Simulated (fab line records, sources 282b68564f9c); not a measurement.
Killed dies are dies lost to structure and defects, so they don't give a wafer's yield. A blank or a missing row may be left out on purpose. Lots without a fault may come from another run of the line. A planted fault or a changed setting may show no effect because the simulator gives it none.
A struck lot beside a sound one | flow rit_cmos | 44 steps out of a route of 202
Sound: wafers L385.1, L385.4, L385.6. Struck: wafers L387.1, L387.5, L387.6. The cause comes at the end.
At each step with rows: each side's tool, then ch and its chambers, then its first start. Under that, the readings that differ: sound wafers | struck wafers | difference of the means | sigmas: that difference in standard deviations of wafers without a fault.
alike: readings whose means differ by less than 2 such deviations, and words and numbers that are the same on both sides. not compared: withheld readings, readings that some wafer has no value for, bounds like >300 that may hide the same value, and numbers for which the record gives no deviation and whose values overlap.
The two part at a step that has a row with sigmas, a row that says differs or no value, or rows on one side only. Numbers that don't overlap but have no deviation are shown without sigmas and don't part them. A reading that every wafer of one side lacks parts them only if that side has two wafers or more.

first, 2 steps without rows for these wafers: RIT_NLDD_HARDBAKE_07 (time 60 s); RIT_NLDD_IMPLANT_08.
RIT_NLDD_STRIP_09: strips in O2, time 180 s.
  sound on plasma_asher-03 ch 0,1, day 3 10:13; struck on plasma_asher-01 ch 0,1, day 3 20:45
  alike: drypump_motor_current_A, rf_refl_power_W
  not compared: rf_hours_counter_h
RIT_NLDD_TW_MEAS_10:
  sound on film_metro-02, day 3 10:23; struck on film_metro-03, day 3 20:56
  reading | sound          | struck         | difference | sigmas
  NLDD_TW | 2495 2507 2490 | 2472 2470 2484 | -22        | -2
then, 6 steps without rows for these wafers: RIT_PLDD_HMDS_00 (prime time 60 s); RIT_PLDD_COAT_01 (resist thk 1000 nm); RIT_PLDD_SOFTBAKE_02 (time 60 s); RIT_PLDD_EXPOSE_03 (exposes mask M8, target cd 40900 nm); RIT_PLDD_PEB_04; RIT_PLDD_DEVELOP_05 (develop time 50 s).
RIT_PLDD_OVL_MEAS_06:
  sound on overlay-02, day 3 11:18; struck on overlay-02, day 3 21:50
  alike: PLDD_OVL
then, 1 step without rows for these wafers: RIT_PLDD_HARDBAKE_07 (time 60 s).
RIT_PLDD_IMPLANT_08:
  sound on implanter-02 ch 0, day 3 11:29; struck on implanter-03 ch 0, day 3 22:22
  alike: beam_energy_keV, beam_on_s, tilt_deg
RIT_PLDD_STRIP_09: strips in O2, time 180 s.
  sound on plasma_asher-04 ch 1, day 3 11:38; struck on plasma_asher-03 ch 0,1, day 3 22:47
  alike: drypump_motor_current_A, rf_refl_power_W
  not compared: rf_hours_counter_h
RIT_PLDD_TW_MEAS_10:
  sound on film_metro-04, day 3 11:49; struck on film_metro-03, day 3 23:11
  reading | sound          | struck         | difference | sigmas
  PLDD_TW | 2339 2328 2328 | 2742 2717 2728 | +397       | +40
then, 4 steps without rows for these wafers: RIT_SPACER_CLEAN_00 (cleans in SC1, time 623.6 s); RIT_SPACER_CLEAN_01 (cleans in dHF, time 30 s); RIT_SPACER_CLEAN_02 (cleans in SC2, time 600 s); RIT_SPACER_CVD_03 (deposits Si3N4 from SiH2Cl2/NH3, target thk 250 nm, time 3300 s).
RIT_SPACER_THK_MEAS_04:
  sound on film_metro-03, day 3 14:09; struck on film_metro-01, day 4 09:34
  alike: SPACER_NITRIDE_THK
RIT_SPACER_ETCHBACK_05: etches Si3N4 in SF6/CHF3, stops on SiO2, target depth 250 nm, time 240 s.
  sound on rie_diel-01 ch 0,3, day 3 14:13; struck on rie_diel-02 ch 0,1,3, day 4 09:38
  alike: drypump_motor_current_A, oes_product_au, rf_fwd_power_W, throttle_valve_pct
  not compared: rf_hours_counter_h
then, 6 steps without rows for these wafers: RIT_NSD_HMDS_00 (prime time 60 s); RIT_NSD_COAT_01 (resist thk 1000 nm); RIT_NSD_SOFTBAKE_02 (time 60 s); RIT_NSD_EXPOSE_03 (exposes mask M9, target cd 40700 nm); RIT_NSD_PEB_04; RIT_NSD_DEVELOP_05 (develop time 50 s).
RIT_NSD_OVL_MEAS_06:
  sound on overlay-02, day 3 15:13; struck on overlay-01, day 4 11:10
  alike: NSD_OVL
then, 2 steps without rows for these wafers: RIT_NSD_HARDBAKE_07 (time 60 s); RIT_NSD_IMPLANT_08.
RIT_NSD_STRIP_09: strips in O2, time 180 s.
  sound on plasma_asher-03 ch 0,1, day 3 15:33; struck on plasma_asher-03 ch 0,1, day 4 11:29
  alike: drypump_motor_current_A, rf_refl_power_W
  not compared: rf_hours_counter_h
RIT_NSD_TW_MEAS_10:
  sound on film_metro-04, day 3 15:43; struck on film_metro-02, day 4 11:40
  alike: NSD_TW
then, 6 steps without rows for these wafers: RIT_PSD_HMDS_00 (prime time 60 s); RIT_PSD_COAT_01 (resist thk 1000 nm); RIT_PSD_SOFTBAKE_02 (time 60 s); RIT_PSD_EXPOSE_03 (exposes mask M10, target cd 40900 nm); RIT_PSD_PEB_04; RIT_PSD_DEVELOP_05 (develop time 50 s).
RIT_PSD_OVL_MEAS_06:
  sound on overlay-01, day 3 16:56; struck on overlay-01, day 4 12:46
  alike: PSD_OVL
then, 2 steps without rows for these wafers: RIT_PSD_HARDBAKE_07 (time 60 s); RIT_PSD_IMPLANT_08.
RIT_PSD_STRIP_09: strips in O2, time 180 s.
  sound on plasma_asher-02 ch 0,1, day 3 17:16; struck on plasma_asher-02 ch 0,1, day 4 13:06
  alike: drypump_motor_current_A, rf_refl_power_W
  not compared: rf_hours_counter_h
RIT_SDANNEAL_RS_MEAS_06: measures by four-point-probe.
  sound on film_metro-02, day 3 18:11; struck on film_metro-03, day 4 14:17
  reading          | sound             | struck            | difference | sigmas
  PLDD_RS (ohm/sq) | 177.7 177.9 178.2 | 151.3 151.9 151.7 | -26.3      | -56
then, 1 step without rows for these wafers: RIT_M1_PROBE_99.

WHERE THEY PART
First at RIT_NLDD_TW_MEAS_10; last, within this record, at RIT_SDANNEAL_RS_MEAS_06.

WHY: what the simulator had put in
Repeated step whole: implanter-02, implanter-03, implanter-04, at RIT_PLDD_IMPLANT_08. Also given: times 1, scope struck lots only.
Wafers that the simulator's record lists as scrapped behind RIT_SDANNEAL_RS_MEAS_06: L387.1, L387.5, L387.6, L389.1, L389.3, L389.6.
